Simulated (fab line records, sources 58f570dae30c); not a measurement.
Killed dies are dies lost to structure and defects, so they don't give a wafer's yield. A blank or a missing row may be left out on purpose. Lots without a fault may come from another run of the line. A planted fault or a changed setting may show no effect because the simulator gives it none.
One fault seen from 2 desks | flow berkeley_cmos170 | each desk has only its own numbers; what lay behind them comes last

THE TOOL OWNER'S DESK: rtp_anneal-01
The tool's own readings at UCB170_SILICIDE_RTA_04 (time 15 s): means of the sampled wafers that have a number, for each lot that ran on this tool. A lot is out of limits, marked OUT, if its mean lies more than 4 standard deviations from the usual mean; the brackets give that distance.
Columns: A = lamp_power_pct at UCB170_SILICIDE_RTA_04, usual 9.8 %; B = wafer_temp_C_max at UCB170_SILICIDE_RTA_04, usual 651.6
lot  | first seen here | A    | B
L366 | day 9 13:34     | 10.6 | 651.8
L372 | day 10 10:29    | 9.7  | 626.8 (-64) OUT
L373 | day 11 00:54    | 9.7  | 626.4 (-65) OUT
L374 | day 11 01:01    | 9.7  | 626.5 (-64) OUT
This desk's finding: out of limits on L372, L373, L374; first on L372, day 10 10:29 (wafer_temp_C_max at UCB170_SILICIDE_RTA_04). In limits: L366.

THE METROLOGY DESK
What the gauges read, lot by lot, whatever tool the lot ran on: means of the sampled wafers that have a number. A lot is out of limits, marked OUT, if its mean lies more than 4 standard deviations from the usual mean; the brackets give that distance.
Columns: A = PSD_RS at UCB170_SDANNEAL_RS_MEAS_02, usual 75.4 ohm/sq; B = NSD_RS at UCB170_SDANNEAL_RS_MEAS_03, usual 37.26 ohm/sq; C = PLDD_RS at UCB170_SDANNEAL_RS_MEAS_04, usual 1031.5 ohm/sq; D = NLDD_RS at UCB170_SDANNEAL_RS_MEAS_05, usual 616.0 ohm/sq; E = SILICIDE_TI_RS at UCB170_SILICIDE_RS_MEAS_02, usual 27.8 ohm/sq; F = SILICIDE_TI_THK at UCB170_SILICIDE_THK_MEAS_03, usual 28.8 nm
lot  | first seen here | A    | B     | C      | D     | E    | F
L361 | day 8 15:36     | 75.8 | 37.29 | 1033.1 | 616.1 | 27.6 | 28.9
L366 | day 9 12:49     | 75.8 | 37.26 | 1031.8 | 614.8 | 28.4 | 28.3
L372 | day 10 09:44    | 74.9 | 37.21 | 1033.1 | 616.6 | 28.1 | 28.6
L375 | day 11 00:06    | 75.2 | 37.14 | 1031.2 | 613.6 | 27.1 | 29.5
L373 | day 11 00:08    | 75.2 | 37.29 | 1029.6 | 615.9 | 28.0 | 28.4
L374 | day 11 00:17    | 75.5 | 37.26 | 1033.0 | 616.4 | 28.1 | 28.2
L378 | day 11 16:27    | 75.2 | 37.25 | 1032.1 | 615.7 | 27.9 | 28.6
This desk's finding: nothing out of limits on any of the 7 lots.

PUT TOGETHER
The tool owner's desk could have raised an alarm at day 10 10:29, on L372, L373, L374.
The metrology desk saw nothing out of limits.
The metrology desk has L372, L373, L374 on record, within its limits.
Of the lots named, all ran UCB170_SILICIDE_RTA_04 on rtp_anneal-01.

WHAT THE SIMULATOR HAD PUT IN
Process parameter drift: rtp_anneal-01, from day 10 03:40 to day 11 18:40, at UCB170_SILICIDE_RTA_04. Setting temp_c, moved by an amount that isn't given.
Lots struck among those shown: L372, L373, L374.
Hours from the fault's start to each desk's first reading out of limits: the tool owner's desk, 7.
